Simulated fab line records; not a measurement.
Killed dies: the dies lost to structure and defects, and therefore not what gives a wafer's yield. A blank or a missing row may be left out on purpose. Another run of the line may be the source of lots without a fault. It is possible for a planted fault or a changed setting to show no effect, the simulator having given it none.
Which tool did it? | flow berkeley_cmos170 | 7 lots (21 wafers sampled), 1 step of a 331-step route

## WHAT THE GAUGES READ, wafer by wafer
UCB170_START_THK_MEAS_03.
lot  | measured    | on            | START_OXIDE_THK (nm)
L283 | day 1 21:48 | film_metro-04 | 20.1 20.0 20.5
L284 | day 2 05:15 | film_metro-04 | 19.6 19.8 20.0
L286 | day 2 13:07 | film_metro-03 | 20.6 21.0 20.7
L290 | day 3 10:57 | film_metro-01 | 19.9 19.6 19.7
L292 | day 3 22:47 | film_metro-01 | 19.5 19.4 19.6
L299 | day 5 08:44 | film_metro-04 | 20.6 20.2 20.4
L304 | day 6 13:25 | film_metro-03 | 19.6 19.6 19.8

## WHICH TOOL RAN EACH LOT (tool, then ch and the chambers of the sampled wafers, then the start)
No process step before these readings appears in the record.

## THE ANSWER, worked out from the rows above alone
Rule: the lots themselves supply what counts as usual. Put in order of their means at a reading, lots are off if they are a third of the lots or fewer, leave a main group of 4 or more, and stand apart from it by a gap of 3 or more times the standard deviation of the main group's means; of several such gaps the widest counts. Not used: any main group whose means are identical at the precision the tables above print for the reading. Also off: a lot with no number at a reading for which 4 or more lots have one. The other lots that the step has rows for count as sound.
Across all readings shown, no lot is off: no conclusion can be drawn from this.

## WHAT THE SIMULATOR PUT IN
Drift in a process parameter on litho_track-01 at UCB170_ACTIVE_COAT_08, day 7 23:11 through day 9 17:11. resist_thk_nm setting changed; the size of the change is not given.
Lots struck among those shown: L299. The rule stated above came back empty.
